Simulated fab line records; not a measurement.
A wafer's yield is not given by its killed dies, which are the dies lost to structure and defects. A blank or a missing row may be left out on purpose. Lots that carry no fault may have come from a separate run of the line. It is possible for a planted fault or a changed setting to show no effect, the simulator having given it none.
fab line records ; flow ritCmos
[record] lots = 13; wafers = 39; lastDay = 7
route steps=202 shown M1@184
lots untouched by any fault: they come from a run of this same line in which no faults occurred
startH: the number of hours between the record's first day and the start of the first shown wafer of the lot ; waitH: hours from the lot's prior step to this one ; " unchanged from the row above ; L1.1+2: a single row standing in for several wafers ; - no value, or no start was given ; * or withheld: withheld ; < > ~ a bound
route shown NAME@n: names a module that has steps shown in the file, with the first one's number in the route ; usual: mean/standard deviation taken from wafers without a fault ; same: alike in all rows ; chamber/n: place in a boat ; sites: per-site readings ; _std_site: standard deviation across them ; _edge_site: the outer-site mean with the inner-site mean subtracted ; radiusMm: how far each site lies from the wafer's centre ; mask NAME#n: copy n ; behind: the most recent tool/chamber to have shaped the wafer ; hold: cause of the lot's hold/its duration in hours/its outcome ; device: names the non-switching transistor (n, p or np) ; end of line: tests run on the same wafers once the route is complete ; step lacking rows: just its recipe ; killed: dies that structure and defects cost at the first sort, which is not the same as the wafer's yield ; map: the dies of a wafer, with x for killed, . for not killed, _ for no die there
set.NAME: the setting as run; set.NAME@STEP: as run at that earlier step ; model.NAME: the simulator's own value behind a step, which no gauge read
a sample of lots followed through the steps of the route, with each step as a table and each wafer as a row
services: the hour from which a tool's chamber was out of use, counted from the record's first day as startH (under 0 if before that day), plus the number of hours and why
[[steps]]
[step RIT_M1_SPUTTER_00]
[recipe] material = Al; targetThkNm = 400; powerW = 2000; chamberPressurePa = 0.4; gas = Ar; timeS = 500; substrateTempC = 25
[usual] throttleValvePct = 30.3/1.2
lot.wafer;tool;chamber;startH;waitH;throttleValvePct
L524.1;pvdSputter-02;-;52.63;0.0;28.6
L524.3;pvdSputter-02;-;52.63;0.0;29.4
L524.5;pvdSputter-02;-;52.63;0.0;30.7
L525.1;pvdSputter-03;-;57.09;0.0;29.3
L525.2;pvdSputter-03;-;57.09;0.0;30.1
L525.4;pvdSputter-03;-;57.09;0.0;31.7
L526.3;pvdSputter-02;-;63.88;0.0;29.4
L526.5;pvdSputter-02;-;63.88;0.0;28.7
L526.6;pvdSputter-02;-;63.88;0.0;29.8
L528.1;pvdSputter-02;-;75.18;0.0;29.5
L528.2;pvdSputter-02;-;75.18;0.0;32.2
L528.3;pvdSputter-02;-;75.18;0.0;30.5
L529.3;pvdSputter-03;-;79.96;0.0;31.6
L529.4;pvdSputter-03;-;79.96;0.0;29.4
L529.5;pvdSputter-03;-;79.96;0.0;31.7
L530.4;pvdSputter-02;-;83.88;0.0;29.5
L530.5;pvdSputter-02;-;83.88;0.0;30.3
L530.6;pvdSputter-02;-;83.88;0.0;32.3
L531.1;pvdSputter-03;-;88.05;0.0;31.7
L531.3;pvdSputter-03;-;88.05;0.0;30.2
L531.6;pvdSputter-03;-;88.05;0.0;29.4
L539.2;pvdSputter-03;-;133.02;0.0;31.7
L539.3;pvdSputter-03;-;133.02;0.0;29.5
L539.6;pvdSputter-03;-;133.02;0.0;31.7
L540.1;pvdSputter-04;-;136.70;0.1;31.8
L540.2;pvdSputter-04;-;136.70;0.1;28.7
L540.5;pvdSputter-04;-;136.70;0.1;31.7
L541.2;pvdSputter-02;-;139.28;0.0;29.6
L541.3;pvdSputter-02;-;139.28;0.0;30.7
L541.4;pvdSputter-02;-;139.28;0.0;32.3
L542.2;pvdSputter-04;-;144.10;0.0;31.6
L542.4;pvdSputter-04;-;144.10;0.0;28.6
L542.6;pvdSputter-04;-;144.10;0.0;31.6
L544.3;pvdSputter-04;-;152.82;0.0;31.8
L544.5;pvdSputter-04;-;152.82;0.0;28.3
L544.6;pvdSputter-04;-;152.82;0.0;32.0
L546.2;pvdSputter-04;-;164.64;0.0;28.9
L546.4;pvdSputter-04;-;164.64;0.0;31.5
L546.6;pvdSputter-04;-;164.64;0.0;31.6
[step RIT_M1_RS_MEAS_01]
[recipe] thkMeasGauge = four-point-probe; reads = Al_of_M1_SPUTTER_00
[usual] M1_AL_RS = 0.0729/0.00064
lot.wafer;tool;chamber;startH;waitH;M1_AL_RS[ohm/sq]
L524.1;filmMetro-04;-;52.93;0.1;0.0712
L524.3;filmMetro-04;-;52.93;0.1;0.0722
L524.5;filmMetro-04;-;52.93;0.1;0.0726
L525.1;filmMetro-02;-;57.38;0.1;0.0725
L525.2;filmMetro-02;-;57.38;0.1;0.0717
L525.4;filmMetro-02;-;57.38;0.1;0.0718
L526.3;filmMetro-02;-;64.22;0.2;0.0734
L526.5;filmMetro-02;-;64.22;0.2;0.0724
L526.6;filmMetro-02;-;64.22;0.2;0.0736
L528.1;filmMetro-02;-;75.48;0.1;0.0724
L528.2;filmMetro-02;-;75.48;0.1;0.0731
L528.3;filmMetro-02;-;75.48;0.1;0.0730
L529.3;filmMetro-04;-;80.30;0.2;0.0724
L529.4;filmMetro-04;-;80.30;0.2;0.0733
L529.5;filmMetro-04;-;80.30;0.2;0.0727
L530.4;filmMetro-02;-;84.24;0.2;0.0728
L530.5;filmMetro-02;-;84.24;0.2;0.0730
L530.6;filmMetro-02;-;84.24;0.2;0.0733
L531.1;filmMetro-02;-;88.35;0.1;0.0722
L531.3;filmMetro-02;-;88.35;0.1;0.0727
L531.6;filmMetro-02;-;88.35;0.1;0.0734
L539.2;filmMetro-02;-;133.34;0.2;0.0729
L539.3;filmMetro-02;-;133.34;0.2;0.0563
L539.6;filmMetro-02;-;133.34;0.2;0.0727
L540.1;filmMetro-04;-;137.00;0.1;0.0731
L540.2;filmMetro-04;-;137.00;0.1;0.0725
L540.5;filmMetro-04;-;137.00;0.1;0.0733
L541.2;filmMetro-01;-;139.59;0.2;0.0739
L541.3;filmMetro-01;-;139.59;0.2;0.0735
L541.4;filmMetro-01;-;139.59;0.2;0.0741
L542.2;filmMetro-02;-;144.41;0.2;0.0725
L542.4;filmMetro-02;-;144.41;0.2;0.0718
L542.6;filmMetro-02;-;144.41;0.2;0.0729
L544.3;filmMetro-01;-;153.16;0.2;0.0732
L544.5;filmMetro-01;-;153.16;0.2;0.0719
L544.6;filmMetro-01;-;153.16;0.2;0.0724
L546.2;filmMetro-02;-;164.95;0.2;0.0725
L546.4;filmMetro-02;-;164.95;0.2;0.0740
L546.6;filmMetro-02;-;164.95;0.2;0.0743
[step RIT_M1_THK_MEAS_02]
[recipe] thkMeasGauge = xrf; reads = Al_of_M1_SPUTTER_00
[usual] M1_AL_THK = 397/3.8
lot.wafer;tool;chamber;startH;waitH;M1_AL_THK[nm]
L524.1;filmMetro-04;-;53.05;0.1;405
L524.3;filmMetro-04;-;53.05;0.1;399
L524.5;filmMetro-04;-;53.05;0.1;396
L525.1;filmMetro-02;-;57.50;0.1;399
L525.2;filmMetro-02;-;57.50;0.1;402
L525.4;filmMetro-02;-;57.50;0.1;404
L526.3;filmMetro-02;-;64.32;0.1;394
L526.5;filmMetro-02;-;64.32;0.1;398
L526.6;filmMetro-02;-;64.32;0.1;394
L528.1;filmMetro-02;-;75.60;0.1;402
L528.2;filmMetro-02;-;75.60;0.1;395
L528.3;filmMetro-02;-;75.60;0.1;397
L529.3;filmMetro-04;-;80.40;0.1;400
L529.4;filmMetro-04;-;80.40;0.1;395
L529.5;filmMetro-04;-;80.40;0.1;397
L530.4;filmMetro-02;-;84.33;0.1;399
L530.5;filmMetro-02;-;84.33;0.1;394
L530.6;filmMetro-02;-;84.33;0.1;395
L531.1;filmMetro-02;-;88.47;0.1;402
L531.3;filmMetro-02;-;88.47;0.1;398
L531.6;filmMetro-02;-;88.47;0.1;393
L539.2;filmMetro-02;-;133.45;0.1;398
L539.3;filmMetro-02;-;133.45;0.1;513
L539.6;filmMetro-02;-;133.45;0.1;398
L540.1;filmMetro-04;-;137.12;0.1;393
L540.2;filmMetro-04;-;137.12;0.1;398
L540.5;filmMetro-04;-;137.12;0.1;393
L541.2;filmMetro-01;-;139.70;0.1;393
L541.3;filmMetro-01;-;139.70;0.1;392
L541.4;filmMetro-01;-;139.70;0.1;392
L542.2;filmMetro-02;-;144.52;0.1;400
L542.4;filmMetro-02;-;144.52;0.1;404
L542.6;filmMetro-02;-;144.52;0.1;400
L544.3;filmMetro-01;-;153.26;0.1;395
L544.5;filmMetro-01;-;153.26;0.1;404
L544.6;filmMetro-01;-;153.26;0.1;401
L546.2;filmMetro-02;-;165.06;0.1;402
L546.4;filmMetro-02;-;165.06;0.1;393
L546.6;filmMetro-02;-;165.06;0.1;394
[step RIT_M1_METAL_ETCH_12]
[recipe] stopOn = SiO2; chemistry = Cl2/BCl3; target = Al; timeS = 165; overEtchFrac = 0.5; pressureMtorr = 100; targetDepthA = 6000; rfW = 250; Cl2_flow_sccm = 60; bcl3FlowSccm = 50
[usual] drypumpMotorCurrentA = 5.61/0.12; oesProductAu = 0.777/0.013; rfFwdPowerW = 249.1/0.74; throttleValvePct = 8.34/0.073
lot.wafer;tool;chamber;startH;waitH;drypumpMotorCurrentA;oesProductAu;rfFwdPowerW;rfHoursCounterH;throttleValvePct
L524.1;rieMetal-01;0;54.52;0.2;5.69;0.774;247.6;4.3;8.36
L524.3;rieMetal-01;1;54.52;0.2;5.54;0.782;249.6;-;8.23
L524.5;rieMetal-01;1;54.52;0.2;5.53;0.775;249.1;-;8.23
L525.1;rieMetal-04;0;58.94;0.2;5.82;0.792;250.4;0.6;8.38
L525.2;rieMetal-04;1;58.94;0.2;5.56;0.778;249.3;0.6;8.31
L525.4;rieMetal-04;1;58.94;0.2;5.57;0.777;249.4;-;8.30
L526.3;rieMetal-01;1;65.77;0.2;5.54;0.781;248.9;-;8.25
L526.5;rieMetal-01;1;65.77;0.2;5.53;0.786;248.4;-;8.23
L526.6;rieMetal-01;0;65.77;0.2;5.67;0.764;248.8;-;8.39
L528.1;rieMetal-04;0;76.94;0.2;5.78;0.790;250.5;0.7;8.40
L528.2;rieMetal-04;1;76.94;0.2;5.57;0.774;248.0;0.7;8.29
L528.3;rieMetal-04;0;76.94;0.2;5.77;0.798;250.1;-;8.40
L529.3;rieMetal-03;1;81.90;0.2;5.62;0.802;248.7;-;8.46
L529.4;rieMetal-03;0;81.90;0.2;5.43;0.762;248.8;-;8.30
L529.5;rieMetal-03;1;81.90;0.2;5.62;0.790;249.3;-;8.46
L530.4;rieMetal-01;1;85.70;0.1;5.56;0.781;249.1;-;8.24
L530.5;rieMetal-01;1;85.70;0.1;5.54;0.778;249.1;-;8.25
L530.6;rieMetal-01;0;85.70;0.1;5.70;0.771;249.0;-;8.37
L531.1;rieMetal-04;0;89.81;0.2;5.82;0.790;249.5;0.9;8.40
L531.3;rieMetal-04;1;89.81;0.2;5.55;0.770;247.4;-;8.30
L531.6;rieMetal-04;0;89.81;0.2;5.81;0.785;249.7;-;8.39
L539.2;rieMetal-01;1;134.85;0.2;5.55;0.778;250.1;5.0;8.24
L539.3;rieMetal-01;0;134.85;0.2;5.69;0.894;250.5;-;8.35
L539.6;rieMetal-01;0;134.85;0.2;5.68;0.771;249.0;-;8.39
L540.1;rieMetal-04;0;138.46;0.2;5.79;0.784;248.9;1.5;8.39
L540.2;rieMetal-04;1;138.46;0.2;5.59;0.780;248.1;1.5;8.29
L540.5;rieMetal-04;1;138.46;0.2;5.57;0.772;248.4;-;8.31
L541.2;rieMetal-03;0;141.04;0.2;5.44;0.760;248.8;3.1;8.28
L541.3;rieMetal-03;0;141.04;0.2;5.43;0.757;248.2;-;8.30
L541.4;rieMetal-03;1;141.04;0.2;5.59;0.792;249.7;-;8.47
L542.2;rieMetal-01;0;145.98;0.2;5.68;0.769;249.0;5.6;8.37
L542.4;rieMetal-01;1;145.98;0.2;5.53;0.789;248.1;-;8.24
L542.6;rieMetal-01;1;145.98;0.2;5.54;0.772;249.4;-;8.22
L544.3;rieMetal-03;0;154.64;0.2;5.42;0.759;248.7;-;8.28
L544.5;rieMetal-03;0;154.64;0.2;5.44;0.770;249.0;-;8.26
L544.6;rieMetal-03;1;154.64;0.2;5.62;0.795;249.8;-;8.46
L546.2;rieMetal-04;0;166.40;0.2;5.81;0.786;247.8;1.8;8.40
L546.4;rieMetal-04;0;166.40;0.2;5.81;0.777;248.5;-;8.39
L546.6;rieMetal-04;0;166.40;0.2;5.83;0.783;249.3;-;8.39
[step RIT_M1_PROBE_99]
[usual] defectLimitedYield = 97.4/1; killed_at_M0_to_M3 = 0.0/0.12; killedAtContacts = 0.1/0.31; killedAtFrontEnd = 6.8/2.7; killedDies = 6.9/2.7; killedOpen = 3.3/1.8; killedShort = 3.5/1.8; sort_bin_3_pad_short = 0.2/0.23; sort_bin_5_function = 1.5/0.86; sort_bin_6_memory = 1.0/0.61; sortNPass = 257.1/2.7; sortYieldPct = 97.4/1
[same] grossDies = 264; killed_at_M4_up = 0; killedAtBackSide = 0; killedAtOther = 0
lot.wafer;tool;chamber;startH;waitH;defectLimitedYield[%];killed_at_M0_to_M3;killedAtContacts;killedAtFrontEnd;killedDies;killedOpen;killedShort;sort_bin_3_pad_short[%];sort_bin_5_function[%];sort_bin_6_memory[%];sortNPass;sortYieldPct[%]
L539.2;prober-01;-;137.15;0.1;98.1;0;0;5;5;3;2;0.4;1.1;0.4;259.0;98.1
L539.3;prober-01;-;137.20;0.2;97.0;0;1;7;8;6;2;0;2.7;0.4;256.0;97.0
L539.6;prober-01;-;137.35;0.2;98.1;0;0;5;5;4;1;0;0.8;1.1;259.0;98.1
// killed by level:class
L539.2 GATE:geometricParticle:short=2 FOX1:geometricParticle:open=1 GATE:geometricParticle:open=1 SPACER:geometricParticle:open=1
L539.3 REOX:geometricParticle:short=2 SPACER:geometricParticle:open=2 FOX1:geometricParticle:open=1 FOX2:geometricParticle:open=1 GATE:geometricParticle:open=1 CONTACT:geometricParticle:open=1
L539.6 SILICIDE:geometricParticle:open=2 GATE:geometricParticle:short=1 GATE:geometricParticle:open=1 SPACER:geometricParticle:open=1
[[services]]
tool;chamber;startH;hours;kind
rieMetal-03;-;51.85;28.2;repair
pvdSputter-02;-;54.59;1.1;repair
rieMetal-04;-;70.45;0.3;repair
rieMetal-01;-;123.17;0.8;repair
pvdSputter-02;-;126.57;2.8;repair
pvdSputter-03;-;135.78;5.3;repair
pvdSputter-02;-;136.29;2.7;repair
pvdSputter-03;-;143.10;2.3;repair
[[key]]
[firstSign] step = RIT_M1_RS_MEAS_01; reading = M1_AL_RS; direction = down; sigmas = 26; usual = 0.0729; struck = 0.0563
[effect] step = RIT_M1_THK_MEAS_02; reading = M1_AL_THK; direction = up; sigmas = 30; usual = 397; struck = 513
[effect] step = RIT_M1_METAL_ETCH_12; reading = oesProductAu; direction = up; sigmas = 8.8; usual = 0.777; struck = 0.894
metAt RIT_M1_SPUTTER_00
struckLots L539
struckWafers L539.3
onsetBetween 88.05 133.02
[fault] kind = processParameterDrift; tool = pvdSputter-03; chamber = -; onsetH = 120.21; steps = RIT_M1_SPUTTER_00; channel = targetThkNm; offset = 117.01; shape = step; endH = 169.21; stated = 400; scope = struckWafersOnly
